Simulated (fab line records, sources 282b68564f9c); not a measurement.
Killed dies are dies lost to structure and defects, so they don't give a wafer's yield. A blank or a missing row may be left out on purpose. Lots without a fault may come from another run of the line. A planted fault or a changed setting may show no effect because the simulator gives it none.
fab line records | flow rit_cmos
record lots=5 wafers=15 last_day=7
route steps=202 shown CONTACT@172 M1@184
lots that met no fault: from a run of the same line without faults
start_h: hours from the record's first day to the start of the lot's first wafer shown | wait_h: hours since the lot's step before | " the same as in the row above | L1.1+2: a row that stands for several wafers | - no value, or no start given | * or withheld: withheld | < > ~ a bound
route shown NAME@n: a module of which the file shows steps, and the number in the route of the first | usual: mean/standard deviation of fault-free wafers | same: alike in all rows | chamber/n: place in a boat | sites: the reading at each site | _std_site: their standard deviation | _edge_site: outer sites' mean less inner sites' | radius_mm: how far each site lies from the wafer's centre | mask NAME#n: copy n | behind: the tool/chamber that last shaped the wafer | hold: why the lot was held/for how many hours/how that ended | device: the transistor (n, p or np) that didn't switch | end of line: the same wafers' tests at the end of the route | a step without rows: its recipe alone | killed: dies lost to structure and defects at the first sort, not the wafer's yield | map: a wafer's dies, x killed, . not, _ none there
set.NAME: the setting as run; set.NAME@STEP: as run at that earlier step | model.NAME: the simulator's own value behind a step, which no gauge read
lots at some steps of the route; a table a step, a row a wafer
services: from which hour (start_h, from the record's first day; less than 0 if before it) a tool's chamber was out of use, for how many hours, and why
## steps
# step RIT_CONTACT_SOFTBAKE_04
# recipe resist=NOVOLAK temp_c=90 time_s=60
# step RIT_CONTACT_EXPOSE_05
# recipe mask_id=M11 na=0.6 source_shape=conventional sigma_outer=0.5 target_cd_nm=1000 dose_mj=250
# step RIT_CONTACT_PEB_06
# recipe resist=NOVOLAK temp_c=withheld time_s=withheld
# step RIT_CONTACT_DEVELOP_07
# recipe resist=NOVOLAK develop_time_s=120 dev_temp_c=23.39
# step RIT_CONTACT_CD_MEAS_08
# recipe target_cd_nm=1000
# usual cd_nm=999.7/1.7
# columns lot.wafer tool chamber start_h wait_h cd_nm
L548.1 cd_sem-01 - 83.79 - 997.4
L548.2 " - " " 995.5
L548.4 " - " " 998.6
L553.2 cd_sem-02 - 108.28 - 998.5
L553.3 " - " " 1000.6
L553.6 " - " " 998.7
L558.1 cd_sem-02 - 134.03 - 999.6
L558.5 " - " " 999.4
L558.6 " - " " 999.3
L561.1 cd_sem-02 - 147.27 - 998.9
L561.3 " - " " 999.9
L561.4 " - " " 997.4
L563.1 cd_sem-02 - 158.88 - 1000.0
L563.2 " - " " 999.2
L563.3 " - " " 997.4
# step RIT_CONTACT_OVL_MEAS_09
# usual CONTACT_OVL=0.1/1.4
# columns lot.wafer tool chamber start_h wait_h CONTACT_OVL[nm]
L548.1 overlay-02 - 83.91 0.1 1.8
L548.2 " - " " 0.0
L548.4 " - " " 0.7
L553.2 overlay-02 - 108.38 0.1 -0.6
L553.3 " - " " -0.3
L553.6 " - " " 0.2
L558.1 overlay-02 - 134.15 0.1 -0.4
L558.5 " - " " 0.4
L558.6 " - " " 1.1
L561.1 overlay-02 - 147.39 0.1 1.2
L561.3 " - " " 0.8
L561.4 " - " " 2.6
L563.1 overlay-02 - 159.00 0.1 0.4
L563.2 " - " " 1.9
L563.3 " - " " -0.2
# step RIT_CONTACT_HARDBAKE_10
# recipe resist=NOVOLAK temp_c=140 time_s=60
# step RIT_CONTACT_ETCH_11
# recipe target_depth_a=4800 over_etch_frac=0.2 stop_on=TiSi2 chemistry=CHF3/CF4/Ar target=SiO2 CHF3_flow_sccm=50 cf4_flow_sccm=10 Ar_flow_sccm=100 O2_flow_sccm=5 pressure_mtorr=100 rf_w=200 time_s=320
# usual CHF3_flow_sccm=50.00/0.15 drypump_motor_current_A=5.7/0.33 oes_product_au=0.991/0.015 rf_fwd_power_W=199.7/0.56 throttle_valve_pct=8.96/0.14
# columns lot.wafer tool chamber start_h wait_h CHF3_flow_sccm drypump_motor_current_A oes_product_au rf_fwd_power_W rf_hours_counter_h throttle_valve_pct
L548.1 rie_diel-01 2 84.10 0.1 50.18 5.6 1.006 201.0 7 8.88
L548.2 " 1 " " 50.04 5.3 0.996 198.8 101 8.76
L548.4 " 3 " " 50.03 5.6 0.987 198.4 2 9.16
L553.2 rie_diel-04 1 108.63 0.1 49.99 5.9 0.999 200.2 29 8.66
L553.3 " 2 " " 49.70 6.0 1.007 200.6 37 8.81
L553.6 " 0 " " 49.96 5.7 0.966 200.0 - 9.05
L558.1 rie_diel-03 3 134.34 0.1 49.97 5.9 0.972 199.1 45 8.91
L558.5 " 2 " " 49.81 5.5 0.998 199.6 - 9.15
L558.6 " 3 " " 50.24 5.9 0.970 199.9 - 8.94
L561.1 rie_diel-03 3 147.58 0.1 50.03 5.9 0.969 200.3 45 8.93
L561.3 " 0 " " 50.00 5.3 1.029 200.0 116 8.96
L561.4 " 2 " " 50.05 5.5 0.988 200.3 8 9.14
L563.1 rie_diel-01 3 159.19 0.1 49.73 5.6 0.989 200.2 3 9.16
L563.2 " 2 " " 50.20 5.6 1.011 199.4 9 8.90
L563.3 " 0 " " 49.81 6.4 0.976 199.8 1 9.01
# step RIT_CONTACT_STRIP_12
# recipe chemistry=O2 time_s=180 resist=NOVOLAK platen_temp_c=withheld power_w=500 pressure_mtorr=4000 o2_flow_sccm=4000
# usual drypump_motor_current_A=5.57/0.29
# columns lot.wafer tool chamber start_h wait_h drypump_motor_current_A rf_hours_counter_h
L548.1 plasma_asher-01 0 84.29 0.1 5.17 29
L548.2 " 1 " " 5.71 29
L548.4 " 0 " " 5.20 -
L553.2 plasma_asher-04 0 108.83 0.1 5.41 48
L553.3 " 0 " " 5.41 -
L553.6 " 1 " " 4.88 -
L558.1 plasma_asher-01 1 134.53 0.1 5.74 36
L558.5 " 0 " " 5.20 -
L558.6 " 1 " " 5.74 -
L561.1 plasma_asher-01 1 147.77 0.1 5.75 37
L561.3 " 0 " " 5.19 -
L561.4 " 1 " " 5.76 -
L563.1 plasma_asher-02 0 159.38 0.1 5.80 5
L563.2 " 1 " " 5.69 5
L563.3 " 0 " " 5.79 -
# step RIT_CONTACT_CD_MEAS_90
# recipe target_cd_nm=1000
# usual cd_nm=999.8/1.7
# columns lot.wafer tool chamber start_h wait_h cd_nm
L548.1 cd_sem-02 - 84.47 0.1 997.5
L548.2 " - " " 995.7
L548.4 " - " " 998.8
L553.2 cd_sem-01 - 109.02 0.1 999.0
L553.3 " - " " 1000.8
L553.6 " - " " 998.4
L558.1 cd_sem-02 - 134.81 0.2 999.2
L558.5 " - " " 999.7
L558.6 " - " " 999.3
L561.1 cd_sem-01 - 147.95 0.1 998.6
L561.3 " - " " 999.9
L561.4 " - " " 997.0
L563.1 cd_sem-02 - 159.56 0.1 999.9
L563.2 " - " " 999.5
L563.3 " - " " 997.7
# step RIT_CONTACT_CLEAN_13
# recipe chemistry=SC1 mix=3:3:50 time_s=600 temp_c=75
# step RIT_CONTACT_CLEAN_14
# recipe chemistry=SC2 mix=3:3:50 time_s=600 temp_c=75 dry=n2_spin
# step RIT_M1_SPUTTER_00
# recipe material=Al target_thk_nm=400 power_w=2000 chamber_pressure_pa=0.4 gas=Ar time_s=500 substrate_temp_c=25
# usual cathode_dc_power_W=2000.0/0.34 throttle_valve_pct=30.0/1.1
# columns lot.wafer tool chamber start_h wait_h cathode_dc_power_W throttle_valve_pct model.Al_of_M1_SPUTTER_00.thk_nm
L548.1 pvd_sputter-04 - 84.97 0.0 2000.0 31.7 399.8
L548.2 " - " " 1999.9 31.2 399.6
L548.4 " - " " 2000.3 29.0 401.3
L553.2 pvd_sputter-03 - 109.49 0.0 1999.1 28.7 392.7
L553.3 " - " " 1999.7 28.6 398.1
L553.6 " - " " 2000.1 29.5 392.4
L558.1 pvd_sputter-04 - 135.29 0.0 1951.4 31.3 393
L558.5 " - " " 1951.7 31.2 393.1
L558.6 " - " " 1951.4 29.0 393
L561.1 pvd_sputter-03 - 148.42 0.0 2000.1 28.6 397.6
L561.3 " - " " 1999.4 28.4 400
L561.4 " - " " 2000.7 29.6 394.3
L563.1 pvd_sputter-02 - 160.06 0.0 2000.4 30.3 403.7
L563.2 " - " " 2000.0 30.1 404.3
L563.3 " - " " 2000.3 30.4 402.2
# step RIT_M1_RS_MEAS_01
# recipe thk_meas_gauge=four-point-probe reads=Al_of_M1_SPUTTER_00
# usual M1_AL_RS=0.0737/0.00071
# columns lot.wafer tool chamber start_h wait_h M1_AL_RS[ohm/sq]
L548.1 film_metro-02 - 85.26 0.1 0.0733
L548.2 " - " " 0.0733
L548.4 " - " " 0.0730
L553.2 film_metro-04 - 109.80 0.2 0.0749
L553.3 " - " " 0.0738
L553.6 " - " " 0.0751
L558.1 film_metro-04 - 135.59 0.1 0.0751
L558.5 " - " " 0.0749
L558.6 " - " " 0.0749
L561.1 film_metro-04 - 148.71 0.1 0.0740
L561.3 " - " " 0.0736
L561.4 " - " " 0.0745
L563.1 film_metro-03 - 160.35 0.1 0.0726
L563.2 " - " " 0.0726
L563.3 " - " " 0.0730
# step RIT_M1_THK_MEAS_02
# recipe thk_meas_gauge=xrf reads=Al_of_M1_SPUTTER_00
# usual M1_AL_THK=406/4.7
# columns lot.wafer tool chamber start_h wait_h M1_AL_THK[nm]
L548.1 film_metro-02 - 85.38 0.1 406
L548.2 " - " " 406
L548.4 " - " " 407
L553.2 film_metro-04 - 109.91 0.1 405
L553.3 " - " " 411
L553.6 " - " " 407
L558.1 film_metro-04 - 135.71 0.1 409
L558.5 " - " " 411
L558.6 " - " " 406
L561.1 film_metro-04 - 148.83 0.1 407
L561.3 " - " " 411
L561.4 " - " " 403
L563.1 film_metro-03 - 160.47 0.1 407
L563.2 " - " " 409
L563.3 " - " " 408
# step RIT_M1_HMDS_03
# recipe prime_time_s=60 prime_temp_c=140
# step RIT_M1_COAT_04
# recipe resist=NOVOLAK spin_rpm=2000 resist_thk_nm=1300
# step RIT_M1_SOFTBAKE_05
# recipe resist=NOVOLAK temp_c=90 time_s=60
# step RIT_M1_EXPOSE_06
# recipe mask_id=M12 na=0.6 source_shape=conventional sigma_outer=0.5 target_cd_nm=2600 dose_mj=250
# step RIT_M1_PEB_07
# recipe resist=NOVOLAK temp_c=withheld time_s=withheld
# step RIT_M1_DEVELOP_08
# recipe resist=NOVOLAK develop_time_s=68 dev_temp_c=22.44
# step RIT_M1_CD_MEAS_09
# recipe target_cd_nm=2600
# usual cd_nm=2600.4/2.1
# columns lot.wafer tool chamber start_h wait_h cd_nm
L548.1 cd_sem-01 - 86.32 - 2600.5
L548.2 " - " " 2603.4
L548.4 " - " " 2602.3
L553.2 cd_sem-02 - 110.86 - 2602.3
L553.3 " - " " 2602.6
L553.6 " - " " 2601.6
L558.1 cd_sem-02 - 136.65 - 2600.9
L558.5 " - " " 2600.8
L558.6 " - " " 2599.8
L561.1 cd_sem-02 - 149.77 - 2599.3
L561.3 " - " " 2600.0
L561.4 " - " " 2599.2
L563.1 cd_sem-02 - 161.56 - 2599.3
L563.2 " - " " 2599.1
L563.3 " - " " 2598.9
# step RIT_M1_OVL_MEAS_10
# usual M1_OVL=-0.3/1.5
# columns lot.wafer tool chamber start_h wait_h M1_OVL[nm]
L548.1 overlay-02 - 86.44 0.1 0.1
L548.2 " - " " 2.1
L548.4 " - " " -1.8
L553.2 overlay-02 - 110.97 0.1 -0.6
L553.3 " - " " -0.3
L553.6 " - " " -0.5
L558.1 overlay-01 - 136.77 0.1 -0.8
L558.5 " - " " -0.3
L558.6 " - " " -1.0
L561.1 overlay-01 - 149.89 0.1 2.3
L561.3 " - " " 1.7
L561.4 " - " " 0.2
L563.1 overlay-01 - 161.68 0.1 1.4
L563.2 " - " " 2.5
L563.3 " - " " 0.1
# step RIT_M1_HARDBAKE_11
# recipe resist=NOVOLAK temp_c=140 time_s=120
# step RIT_M1_METAL_ETCH_12
# recipe stop_on=SiO2 chemistry=Cl2/BCl3 target=Al time_s=165 over_etch_frac=0.5 pressure_mtorr=100 target_depth_a=6000 rf_w=250 Cl2_flow_sccm=60 bcl3_flow_sccm=50
# usual drypump_motor_current_A=5.76/0.21 he_backside_leak_sccm=3.3/0.35 oes_product_au=0.774/0.016 rf_fwd_power_W=248.9/0.78 throttle_valve_pct=8.30/0.13
# columns lot.wafer tool chamber start_h wait_h drypump_motor_current_A he_backside_leak_sccm oes_product_au rf_fwd_power_W rf_hours_counter_h throttle_valve_pct model.etch.depth_nm model.M1.feature_depth_nm
L548.1 rie_metal-01 1 86.79 0.2 5.54 3.2 0.754 248.9 36 8.16 399.8 432.6
L548.2 " 0 " " 5.68 3.6 0.759 247.0 34 8.48 399.6 432
L548.4 " 0 " " 5.69 3.5 0.760 247.5 - 8.49 401.3 433.7
L553.2 rie_metal-04 0 111.25 0.2 5.71 3.1 0.772 248.9 1 8.42 392.7 425
L553.3 " 1 " " 5.69 3.5 0.774 249.4 - 8.26 398.1 431.3
L553.6 " 1 " " 5.71 3.3 0.773 250.1 - 8.27 392.4 425.6
L558.1 rie_metal-03 0 137.05 0.2 5.69 3.3 0.763 249.6 3 8.35 393 425.4
L558.5 " 1 " " 6.17 3.0 0.791 249.2 - 8.11 393.1 425.1
L558.6 " 0 " " 5.68 3.4 0.763 249.0 - 8.34 393 425.7
L561.1 rie_metal-04 0 150.29 0.2 5.74 3.2 0.778 247.8 2 8.41 397.6 430.6
L561.3 " 1 " " 5.71 3.2 0.777 248.8 - 8.27 400 433.2
L561.4 " 0 " " 5.75 3.3 0.772 249.1 - 8.42 394.3 426.8
L563.1 rie_metal-03 0 161.96 0.2 5.71 3.3 0.773 248.5 4 8.35 403.7 436.7
L563.2 " 1 " " 6.20 3.0 0.793 249.6 4 8.13 404.3 436.4
L563.3 " 0 " " 5.70 3.5 0.776 249.3 - 8.34 402.2 435.2
# step RIT_M1_STRIP_13
# recipe chemistry=nmp resist=NOVOLAK temp_c=80 time_s=600 dry=n2_spin
# step RIT_M1_PROBE_99
# usual killed_at_M0_to_M3=0.0/0.16 killed_at_contacts=0.0/0.18 killed_at_front_end=7/3.1 killed_dies=7/3.1 killed_open=3.5/2.1 killed_short=3.5/2
# same gross_dies=264 killed_at_M4_up=0 killed_at_back_side=0 killed_at_other=0
# columns lot.wafer tool chamber start_h wait_h killed_at_M0_to_M3 killed_at_contacts killed_at_front_end killed_dies killed_open killed_short model.etest.nplus_sal.width_nm model.etest.pplus_sal.width_nm model.etest.nldd.width_nm model.etest.pldd.width_nm model.etest.nmos_narrow.drive_ua_um model.etest.pmos_narrow.drive_ua_um model.etest.pplus_sal.line_ohm_um model.etest.nplus_sal.line_ohm_um
L548.1 prober-01 - 89.05 0.1 0 0 10 10 3 7 3437 3432 3164 3172 202.2 91.44 1.317 1.31
L548.2 prober-01 - 89.10 0.1 1 0 7 8 1 6 3426 3432 3159 3169 199.2 88.74 1.294 1.279
L548.4 prober-01 - 89.20 0.2 0 0 13 13 9 4 3404 3415 3138 3132 195.6 88.69 1.299 1.293
L553.2 prober-02 - 113.55 0.1 0 0 9 9 2 7 3449 3459 3207 3194 197.9 89.82 1.306 1.278
L553.3 prober-02 - 113.60 0.2 0 1 8 9 4 5 3479 3468 3197 3199 207.6 93.26 1.262 1.27
L553.6 prober-02 - 113.75 0.2 0 0 4 4 2 2 3460 3461 3192 3176 201.2 90.92 1.304 1.288
L558.1 prober-01 - 139.30 0.1 0 0 7 7 5 2 3556 3540 3265 3258 222.7 99.28 1.266 1.266
L558.5 prober-01 - 139.50 0.2 0 0 4 4 3 1 3534 3526 3257 3258 220.4 97.57 1.258 1.251
L558.6 prober-01 - 139.55 0.2 0 0 6 6 2 4 3555 3560 3272 3280 220.4 98.61 1.28 1.252
L561.1 prober-02 - 152.61 0.1 0 0 8 8 5 3 3458 3442 3176 3179 213.6 93.12 1.279 1.281
L561.3 prober-02 - 152.71 0.2 0 0 7 7 4 3 3425 3440 3186 3175 215.2 94.3 1.296 1.298
L561.4 prober-02 - 152.76 0.2 0 0 4 4 3 1 3450 3457 3182 3177 209.1 92.25 1.287 1.304
L563.1 prober-02 - 164.22 0.1 0 0 2 2 1 1 3450 3454 3177 3192 209.8 93.47 1.306 1.296
L563.2 prober-02 - 164.27 0.1 0 0 5 5 3 2 3448 3445 3184 3176 214.9 97.27 1.298 1.293
L563.3 prober-02 - 164.32 0.2 0 0 6 6 1 4 3455 3461 3185 3172 210.9 93.24 1.303 1.291
# killed by level:class
L548.1 SILICIDE:geometric_particle:short=3 FOX1:geometric_particle:open=2 GATE:geometric_particle:short=2 REOX:geometric_particle:short=2 REOX:geometric_particle:open=1
L548.2 REOX:geometric_particle:short=4 FOX2:geometric_particle:short=1 SPACER:geometric_particle:open=1 SILICIDE:geometric_particle:short=1 M1:coat_microbubble_printed=1
L548.4 GATE:geometric_particle:open=4 REOX:geometric_particle:open=4 GATE:geometric_particle:short=3 REOX:geometric_particle:short=1 SILICIDE:geometric_particle:open=1
L553.2 GATE:geometric_particle:short=3 SPACER:geometric_particle:short=3 GATE:geometric_particle:open=1 REOX:geometric_particle:short=1 SPACER:geometric_particle:open=1
L553.3 GATE:geometric_particle:short=3 FOX1:geometric_particle:short=1 FOX2:geometric_particle:short=1 GATE:geometric_particle:open=1 SPACER:geometric_particle:open=1 SILICIDE:geometric_particle:open=1 CONTACT:geometric_particle:open=1
L553.6 GATE:geometric_particle:open=2 GATE:geometric_particle:short=1 SILICIDE:geometric_particle:short=1
L558.1 SPACER:geometric_particle:open=2 FOX1:geometric_particle:short=1 FOX1:geometric_particle:open=1 FOX2:geometric_particle:open=1 GATE:geometric_particle:open=1 SPACER:geometric_particle:short=1
L558.5 FOX1:geometric_particle:open=2 GATE:geometric_particle:short=1 GATE:geometric_particle:open=1
L558.6 FOX1:geometric_particle:short=2 FOX1:geometric_particle:open=1 FOX2:geometric_particle:short=1 SPACER:geometric_particle:open=1 SPACER:geometric_particle:short=1
L561.1 SPACER:geometric_particle:open=2 FOX1:geometric_particle:open=1 GATE:geometric_particle:open=1 GATE:geometric_particle:short=1 SPACER:geometric_particle:short=1 SILICIDE:geometric_particle:open=1 SILICIDE:geometric_particle:short=1
L561.3 FOX1:geometric_particle:open=2 REOX:geometric_particle:short=2 REOX:geometric_particle:open=1 SPACER:geometric_particle:short=1 SPACER:geometric_particle:open=1
L561.4 FOX1:geometric_particle:open=1 FOX2:geometric_particle:open=1 GATE:geometric_particle:open=1 GATE:geometric_particle:short=1
L563.1 GATE:geometric_particle:open=1 GATE:geometric_particle:short=1
L563.2 GATE:geometric_particle:short=2 GATE:geometric_particle:open=1 REOX:geometric_particle:open=1 SILICIDE:geometric_particle:open=1
L563.3 GATE:geometric_particle:short=4 GATE:geometric_particle:open=1 NLDD:coat_microbubble_printed=1
## services
# columns tool chamber start_h hours kind
pvd_sputter-02 - 66.16 9.6 repair
plasma_asher-04 - 68.29 2.8 pm
pvd_sputter-02 - 68.66 1.0 repair
rie_metal-01 - 76.68 4.3 pm
plasma_asher-02 - 91.14 0.5 repair
plasma_asher-02 - 104.86 3.3 repair
plasma_asher-02 - 105.39 0.4 repair
plasma_asher-02 - 108.81 9.0 pm
plasma_asher-02 0 108.81 9.0 vent_cycle
plasma_asher-02 1 108.81 9.0 vent_cycle
rie_diel-03 0 111.88 6.7 repair
pvd_sputter-04 - 116.17 3.9 repair
plasma_asher-02 0 117.81 - clean
plasma_asher-02 1 117.81 - clean
rie_diel-04 1 117.84 48.6 repair
rie_diel-04 2 117.98 7.4 repair
rie_diel-04 2 125.64 3.9 repair
rie_diel-03 0 128.77 15.3 repair
rie_metal-04 - 134.82 0.4 repair
rie_metal-01 - 136.12 20.0 pm
rie_metal-01 0 136.12 20.0 vent_cycle
rie_diel-04 0 146.58 7.0 repair
pvd_sputter-03 - 156.35 5.7 repair
pvd_sputter-04 - 158.75 11.4 repair
## key
first_sign step=RIT_M1_SPUTTER_00 reading=cathode_dc_power_W direction=down sigmas=99+ usual=2000.0 struck=1951.5
effect none on later readings
model_effect step=RIT_M1_SPUTTER_00 value=Al_of_M1_SPUTTER_00.thk_nm without=402.8 struck=393
model_effect step=RIT_M1_METAL_ETCH_12 value=etch.depth_nm without=402.8 struck=393
model_effect step=RIT_M1_PROBE_99 value=etest.nplus_sal.width_nm without=3471 struck=3548
met_at RIT_M1_SPUTTER_00
struck_wafers L558.1,L558.5,L558.6
tester_left_out L558
onset_between 84.97 135.29
earlier_fault kind=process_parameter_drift tool=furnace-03 chamber=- onset_h=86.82 steps=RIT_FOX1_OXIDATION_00 channel=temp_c offset=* shape=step end_h=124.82 acts_in=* stated=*
fault kind=process_parameter_drift tool=pvd_sputter-04 chamber=- onset_h=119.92 steps=RIT_M1_SPUTTER_00 channel=power_w offset=-48.627 shape=step acts_in=these_recipes_only stated=2000
# tester_left_out: of these lots the tester's yield and bins aren't shown, on N5 and GAA mostly nor the transistor test; their killed dies are dies lost to structure and defects alone, not to doping, threshold or leakage, so they don't give the yield
